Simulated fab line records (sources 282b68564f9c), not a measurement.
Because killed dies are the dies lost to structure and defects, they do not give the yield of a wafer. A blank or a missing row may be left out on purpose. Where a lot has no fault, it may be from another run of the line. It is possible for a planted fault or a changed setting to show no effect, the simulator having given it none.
Which tool was responsible?    flow rit_cmos    7 lots with 21 wafers sampled at 2 steps, on a route of 202 steps

## WHAT THE GAUGES SHOWED, per wafer
RIT_NSD_OVL_MEAS_06.
lot   measured     on          NSD_OVL (nm)
L692  day 3 03:35  overlay-02  0.8 -0.8 -2.0
L694  day 3 15:28  overlay-01  -1.9 -2.1 0.6
L697  day 4 03:56  overlay-01  1.4 0.1 0.9
L699  day 4 15:40  overlay-01  1.0 -2.1 0.7
L701  day 5 01:13  overlay-02  -1.3 -0.4 -0.2
L705  day 5 21:58  overlay-01  -0.2 0.6 0.9
L712  day 7 16:57  overlay-01  0.4 0.7 0.4

## EACH LOT AND THE TOOL THAT RAN IT (in order: tool; ch and the chambers of the sampled wafers; start)
lot   RIT_ACTIVE_STRIP_14
L692  plasma_asher-01 ch 0,1, day 1 19:58
L694  plasma_asher-04 ch 1, day 2 07:36
L697  plasma_asher-01 ch 0,1, day 2 20:50
L699  plasma_asher-04 ch 0,1, day 3 07:59
L701  plasma_asher-02 ch 0,1, day 3 16:54
L705  plasma_asher-04 ch 0,1, day 4 13:11
L712  plasma_asher-01 ch 0, day 6 01:14
- RIT_ACTIVE_STRIP_14: strips in O2, time 180 s.

## THE ANSWER, worked out from the rows above alone
Rule: what is usual is taken from the lots themselves. The widest of any qualifying gaps counts: lots, ordered by their means at a reading, are off when they make up no more than a third of the lots, leave a main group of 4 or more, and stand apart from it by 3 or more times the standard deviation of that group's means. Not used: any main group whose means are identical at the precision the tables above print for the reading. Also off: a lot with no number at a reading for which 4 or more lots have one. Where the step has rows for the other lots, those lots are counted as sound.
Nothing can be told from this: no lot is off at any reading shown.

## WHAT WAS PUT IN BY THE SIMULATOR
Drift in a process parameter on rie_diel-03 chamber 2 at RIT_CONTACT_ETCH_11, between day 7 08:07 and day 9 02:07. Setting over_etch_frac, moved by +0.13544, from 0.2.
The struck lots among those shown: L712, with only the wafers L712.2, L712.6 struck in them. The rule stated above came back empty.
